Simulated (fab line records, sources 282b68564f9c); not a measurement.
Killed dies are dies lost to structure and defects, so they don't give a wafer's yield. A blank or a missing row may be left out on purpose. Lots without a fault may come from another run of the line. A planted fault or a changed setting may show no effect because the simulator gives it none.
Which tool did it? | flow rit_cmos | 14 lots, 42 wafers sampled, at 2 steps of a route of 202

WHAT THE GAUGES READ, wafer by wafer
The record holds no reading of a measuring or inspecting step that can be judged against a usual standard deviation.

WHICH TOOL RAN EACH LOT (tool, then ch and the chambers of the sampled wafers, then the start)
lot  | RIT_GATE_ETCH_19                | RIT_M1_PROBE_99
L215 | rie_si-01 ch 0,1,3, day 2 22:29 | -
L216 | rie_si-02 ch 0,2,3, day 3 05:55 | -
L217 | rie_si-01 ch 0,1,3, day 3 08:40 | -
L218 | rie_si-02 ch 1,3, day 3 10:31   | prober-01, day 4 09:59
L219 | rie_si-01 ch 0,1, day 3 20:40   | prober-02, day 4 16:46
L220 | rie_si-02 ch 2,3, day 3 21:02   | prober-01, day 4 18:32
L221 | rie_si-01 ch 1,2, day 4 01:53   | prober-02, day 4 23:29
L222 | rie_si-02 ch 1,2,3, day 4 08:38 | -
L223 | rie_si-01 ch 1,2,3, day 4 19:19 | prober-02, day 5 16:29
L226 | rie_si-02 ch 0,2,3, day 5 04:57 | -
L228 | rie_si-02 ch 0,1,2, day 5 14:47 | prober-02, day 6 12:46
L233 | rie_si-01 ch 0,2,3, day 6 13:18 | -
L235 | rie_si-01 ch 0,2, day 6 23:32   | -
L237 | rie_si-01 ch 0,1, day 7 09:35   | -
- RIT_GATE_ETCH_19: etches poly-Si in SF6/CHF3/O2, stops on SiO2, time 165 s, target depth 312.5 nm.
- RIT_M1_PROBE_99

WHAT THE TOOLS THEMSELVES READ (means of the sampled wafers that have a number; where no wafer has one, the mark that the record gives instead)
RIT_GATE_ETCH_19. Usual: drypump_motor_current_A 5.8 A, standard deviation 0.34; oes_product_au 0.850 a.u., standard deviation 0.013; rf_fwd_power_W 159.3 W, standard deviation 0.49; throttle_valve_pct 10.25 %, standard deviation 0.13.
lot  | tool      | drypump_motor_current_A (A) | oes_product_au (a.u.) | rf_fwd_power_W (W) | throttle_valve_pct (%) | flag
L215 | rie_si-01 | 5.8                         | 0.848                 | 159.6              | 10.28                  |
L216 | rie_si-02 | 5.8                         | 0.849                 | 159.2              | 10.30                  |
L217 | rie_si-01 | 5.7                         | 0.840                 | 159.2              | 10.29                  |
L218 | rie_si-02 | 5.9                         | 0.851                 | 159.6              | 10.18                  |
L219 | rie_si-01 | 6.2                         | 0.855                 | 159.1              | 10.26                  |
L220 | rie_si-02 | 5.7                         | 0.835                 | 159.2              | 10.25                  |
L221 | rie_si-01 | 6.1                         | 0.836                 | 159.6              | 10.21                  |
L222 | rie_si-02 | 5.8                         | 0.850                 | 159.6              | 10.23                  |
L223 | rie_si-01 | 5.6                         | 0.854                 | 159.3              | 10.24                  |
L226 | rie_si-02 | 5.8                         | 0.849                 | 181.1              | 10.30                  | OFF
L228 | rie_si-02 | 5.9                         | 0.867                 | 180.3              | 10.13                  | OFF
L233 | rie_si-01 | 5.5                         | 0.845                 | 158.9              | 10.25                  |
L235 | rie_si-01 | 5.7                         | 0.854                 | 158.9              | 10.20                  |
L237 | rie_si-01 | 6.1                         | 0.852                 | 159.0              | 10.28                  |

RIT_M1_PROBE_99. Usual: killed_at_M0_to_M3 0.0, standard deviation 0.12; killed_at_contacts 0.1, standard deviation 0.34; killed_at_front_end 7.0, standard deviation 2.9; killed_dies 7.2, standard deviation 2.9; killed_open 3.6, standard deviation 1.9; killed_short 3.5, standard deviation 2.1.
lot  | tool      | killed_at_M0_to_M3 | killed_at_contacts | killed_at_front_end | killed_dies | killed_open | killed_short | flag
L218 | prober-01 | 0.0                | 0.0                | 7.7                 | 7.7         | 3.3         | 4.3          |
L219 | prober-02 | 0.0                | 1.0                | 7.0                 | 8.0         | 5.3         | 2.7          |
L220 | prober-01 | 0.0                | 0.0                | 7.7                 | 7.7         | 2.7         | 5.0          |
L221 | prober-02 | 0.0                | 0.0                | 6.0                 | 6.0         | 3.7         | 2.3          |
L223 | prober-02 | 0.0                | 0.0                | 5.7                 | 5.7         | 3.0         | 2.7          |
L228 | prober-02 | 0.0                | 0.3                | 4.0                 | 4.3         | 1.0         | 3.3          |

THE ANSWER, worked out from the rows above alone
Rule: a lot is off if the mean of its wafers that have a number lies more than 3 standard deviations from the usual mean. A lot without any number at a reading at which 4 lots or more have one is off too. The other lots that the step has rows for count as sound. The gauges are gone through in route order, then the tools' own readings, and for those a lot's mean is taken as printed above. The first step at which some lot is off is used, and at that step the reading that is off furthest; a lot without a number counts as furthest.
Off: L226, L228, at RIT_GATE_ETCH_19 (rf_fwd_power_W).
A tool fits if, at that step or a process step before it, it ran every lot that is off, and no sound lot after the first of them. One fits: rie_si-02 at RIT_GATE_ETCH_19. Its last sound lot is L222 (day 4 08:38), its first lot that is off L226 (day 5 04:57): a fault that began between those two fits.
The tool's own readings at RIT_GATE_ETCH_19 bear it out: on the lots that are off they differ by more than 5 times the standard deviation of the sound lots' means. rf_fwd_power_W reads 180.7 W there against 159.3 W on the sound lots.

WHAT THE SIMULATOR HAD PUT IN
Process parameter drift: rie_si-02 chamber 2, from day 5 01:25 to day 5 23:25, at RIT_GATE_ETCH_19. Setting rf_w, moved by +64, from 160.
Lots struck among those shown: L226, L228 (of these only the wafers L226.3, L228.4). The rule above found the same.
